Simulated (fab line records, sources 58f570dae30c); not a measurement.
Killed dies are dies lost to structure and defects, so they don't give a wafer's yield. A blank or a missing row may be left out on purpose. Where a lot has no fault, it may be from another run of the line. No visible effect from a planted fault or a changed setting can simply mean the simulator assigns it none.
fab line records -- flow berkeleyCmos170
record: lots: 7, wafers: 21, lastDay: 12
route steps=331 shown FIELD@89 SACOX@97 SCREENOX@100
lots that met no fault: taken from a fault-free run of the same line
startH: start of the lot's first displayed wafer, in hours after the record's first day -- waitH: time in hours since the lot's previous step -- " same as the row above -- L1.1+2: one row covering several wafers at once -- - no value present, or no start provided -- * or withheld: withheld -- < > ~ a bound
route shown NAME@n: NAME is a module with steps in the file, n the number in the route of the first one -- usual: mean and standard deviation over wafers with no fault -- same: alike in all rows -- chamber/n: place in a boat -- sites: readings site by site -- _std_site: standard deviation across them -- _edge_site: inner sites' mean taken away from outer sites' mean -- radiusMm: for every site, how far away it sits from the centre of the wafer -- mask NAME#n: copy n -- behind: the tool/chamber that last shaped the wafer -- hold: what put the lot on hold/how long, in hours/how the hold closed -- device: the transistor (n, p or np) that didn't switch -- end of line: the tests these same wafers got at the end of their route -- for a step that has no rows: nothing shown but its recipe -- killed: dies lost to structure and defects at the first sort, not the wafer's yield -- map: dies across one wafer; x = killed, . = not, _ = none there
set.NAME: the setting as run; set.NAME@STEP: as run at that earlier step -- model.NAME: the simulator's own value behind a step, which no gauge read
certain route steps with their lots: each step a table, each wafer a row
services: when a tool's chamber went out of use (startH, in hours from the record's first day, below 0 if earlier), for how many hours, and the reason
== steps ==
step: UCB170_FIELD_CLEAN_00
recipe: chemistry: dHF, dilution: 25:1, timeS: 7.5
step: UCB170_FIELD_OXIDATION_01
recipe: tempC: 1000, ambient: H2O, pH2oTorr: 584.62, targetThkA: 5583, oxTimeS: 7200
step: UCB170_FIELD_THK_MEAS_02
recipe: reads: SiO2_of_FIELD_OXIDATION_01
usual: FIELD_OXIDE_THK: 559/13
lot.wafer,tool,chamber,startH,waitH,FIELD_OXIDE_THK[nm]
L863.1,filmMetro-02,-,84.64,0.0,569
L863.2,filmMetro-02,-,84.64,0.0,582
L863.6,filmMetro-02,-,84.64,0.0,588
L866.4,filmMetro-01,-,102.57,0.0,554
L866.5,filmMetro-01,-,102.57,0.0,561
L866.6,filmMetro-01,-,102.57,0.0,551
L867.1,filmMetro-03,-,111.01,0.0,558
L867.3,filmMetro-03,-,111.01,0.0,566
L867.6,filmMetro-03,-,111.01,0.0,553
L868.1,filmMetro-01,-,111.01,0.0,542
L868.2,filmMetro-01,-,111.01,0.0,550
L868.3,filmMetro-01,-,111.01,0.0,546
L869.2,filmMetro-02,-,111.02,0.0,552
L869.3,filmMetro-02,-,111.02,0.0,563
L869.4,filmMetro-02,-,111.02,0.0,553
L882.3,filmMetro-02,-,183.64,0.0,555
L882.5,filmMetro-02,-,183.64,0.0,561
L882.6,filmMetro-02,-,183.64,0.0,560
L885.3,filmMetro-01,-,190.99,0.0,568
L885.5,filmMetro-01,-,190.99,0.0,556
L885.6,filmMetro-01,-,190.99,0.0,560
step: UCB170_FIELD_ANNEAL_03
recipe: tempC: 1000, timeS: 1200, ambient: N2
step: UCB170_FIELD_WET_ETCH_04
recipe: chemistry: dHF, dilution: 10:1, target: SiO2, tempC: 25, timeS: 60
step: UCB170_FIELD_WET_ETCH_05
recipe: chemistry: H3PO4, target: Si3N4, tempC: 160, timeS: 12600
step: UCB170_FIELD_WET_ETCH_06
recipe: chemistry: BOE, dilution: 5:1, target: SiO2, tempC: 25, timeS: 22
step: UCB170_FIELD_THK_MEAS_90
recipe: reads: SiO2_of_FIELD_OXIDATION_01
usual: FIELD_OXIDE_LEFT_1_THK: 443/13
lot.wafer,tool,chamber,startH,waitH,FIELD_OXIDE_LEFT_1_THK[nm]
L863.1,filmMetro-03,-,91.47,0.0,453
L863.2,filmMetro-03,-,91.47,0.0,465
L863.6,filmMetro-03,-,91.47,0.0,471
L866.4,filmMetro-01,-,107.74,0.0,438
L866.5,filmMetro-01,-,107.74,0.0,444
L866.6,filmMetro-01,-,107.74,0.0,434
L869.2,filmMetro-03,-,116.41,0.0,436
L869.3,filmMetro-03,-,116.41,0.0,449
L869.4,filmMetro-03,-,116.41,0.0,438
L867.1,filmMetro-01,-,116.43,0.1,441
L867.3,filmMetro-01,-,116.43,0.1,449
L867.6,filmMetro-01,-,116.43,0.1,436
L868.1,filmMetro-02,-,116.46,0.1,424
L868.2,filmMetro-02,-,116.46,0.1,433
L868.3,filmMetro-02,-,116.46,0.1,430
L882.3,filmMetro-01,-,190.19,0.0,438
L882.5,filmMetro-01,-,190.19,0.0,444
L882.6,filmMetro-01,-,190.19,0.0,443
L885.3,filmMetro-02,-,201.20,0.0,451
L885.5,filmMetro-02,-,201.20,0.0,439
L885.6,filmMetro-02,-,201.20,0.0,443
step: UCB170_SACOX_CLEAN_00
recipe: chemistry: dHF, dilution: 25:1, timeS: 7.5
step: UCB170_SACOX_OXIDATION_01
recipe: tempC: 900, ambient: O2, targetThkA: 144, oxTimeS: 2400
step: UCB170_SACOX_THK_MEAS_02
recipe: reads: SiO2_of_SACOX_OXIDATION_01
usual: SACOX_OXIDE_THK: 14.41/0.3
lot.wafer,tool,chamber,startH,waitH,SACOX_OXIDE_THK[nm]
L863.1,filmMetro-02,-,94.44,0.0,14.43
L863.2,filmMetro-02,-,94.44,0.0,14.22
L863.6,filmMetro-02,-,94.44,0.0,14.11
L866.4,filmMetro-02,-,111.10,0.0,14.33
L866.5,filmMetro-02,-,111.10,0.0,14.45
L866.6,filmMetro-02,-,111.10,0.0,14.43
L867.1,filmMetro-04,-,120.77,0.0,14.52
L867.3,filmMetro-04,-,120.77,0.0,14.66
L867.6,filmMetro-04,-,120.77,0.0,14.67
L869.2,filmMetro-02,-,120.78,0.0,14.39
L869.3,filmMetro-02,-,120.78,0.0,14.52
L869.4,filmMetro-02,-,120.78,0.0,14.54
L868.1,filmMetro-01,-,120.83,0.1,14.69
L868.2,filmMetro-01,-,120.83,0.1,14.48
L868.3,filmMetro-01,-,120.83,0.1,14.73
L882.3,filmMetro-02,-,197.41,0.0,13.91
L882.5,filmMetro-02,-,197.41,0.0,13.84
L882.6,filmMetro-02,-,197.41,0.0,14.00
L885.3,filmMetro-02,-,208.26,0.0,13.86
L885.5,filmMetro-02,-,208.26,0.0,14.30
L885.6,filmMetro-02,-,208.26,0.0,13.83
step: UCB170_SCREENOX_WET_ETCH_00
recipe: chemistry: dHF, dilution: 25:1, target: SiO2, tempC: 25, timeS: 200
step: UCB170_SCREENOX_OXIDATION_01
recipe: tempC: 900, ambient: O2, targetThkA: 144, oxTimeS: 2400
usual: oxTempC: 900.0/0.38, oxTempCMax: 903.2/0.89, zonePowerSourcePct: 25.7/2.2
lot.wafer,tool,chamber,startH,waitH,oxTempC,oxTempCMax,zonePowerSourcePct
L863.1,furnace-02,0,95.55,1.0,900.0,902.7,25.8
L863.2,furnace-02,0,95.55,1.0,900.0,902.3,25.3
L863.6,furnace-02,0,95.55,1.0,899.9,902.0,25.5
L866.4,furnace-03,0,111.54,0.3,899.7,903.6,24.2
L866.5,furnace-03,0,111.54,0.3,900.0,904.5,24.2
L866.6,furnace-03,0,111.54,0.3,900.3,903.8,24.0
L867.1,furnace-03,-,123.38,0.0,-,-,-
L867.3,furnace-03,-,123.38,0.0,-,-,-
L867.6,furnace-03,-,123.38,0.0,-,-,-
L868.1,furnace-03,-,123.38,0.0,-,-,-
L868.2,furnace-03,-,123.38,0.0,-,-,-
L868.3,furnace-03,-,123.38,0.0,-,-,-
L869.2,furnace-03,-,123.38,0.0,-,-,-
L869.3,furnace-03,-,123.38,0.0,-,-,-
L869.4,furnace-03,-,123.38,0.0,-,-,-
L882.3,furnace-02,0,199.01,1.5,900.0,902.1,25.2
L882.5,furnace-02,0,199.01,1.5,900.7,902.8,25.4
L882.6,furnace-02,0,199.01,1.5,899.6,903.5,25.3
L885.3,furnace-01,0,211.23,2.9,899.8,902.5,29.7
L885.5,furnace-01,0,211.23,2.9,899.2,901.1,29.3
L885.6,furnace-01,0,211.23,2.9,900.3,903.0,29.5
step: UCB170_SCREENOX_ANNEAL_03
recipe: tempC: 900, timeS: 900, ambient: N2
== services ==
tool,chamber,startH,hours,kind
furnace-03,-,152.13,3.3,pm
== key ==
firstSign: step: UCB170_SCREENOX_OXIDATION_01, reading: toolRecord, direction: missing
effect none on later readings
metAt UCB170_SCREENOX_OXIDATION_01
struckWafers L867.1,L867.3,L867.6,L868.1,L868.2,L868.3,L869.2,L869.3,L869.4
laterRowsLeftOut L867.1,L867.3,L867.6,L868.1,L868.2,L868.3,L869.2,L869.3,L869.4
sortLeftOut L867.1,L867.3,L867.6,L868.1,L868.2,L868.3,L869.2,L869.3,L869.4
testerLeftOut L867,L868,L869
onsetBetween 111.54 123.38
fault: kind: skippedStepWhole, tool: furnace-03, chamber: -, onsetH: 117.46, steps: UCB170_SCREENOX_OXIDATION_01, scope: struckLotsOnly
testerLeftOut: of these lots the tester's yield and bins aren't shown, on N5 and GAA mostly nor the transistor test; their killed dies are dies lost to structure and defects alone, not to doping, threshold or leakage, so they don't give the yield
sortLeftOut: the simulated sort isn't trusted on such a fault, so these wafers' sort isn't shown, and their yield isn't known
laterRowsLeftOut: the simulator's readings of these wafers behind a module that went badly wrong aren't trusted and aren't shown, but for the sort
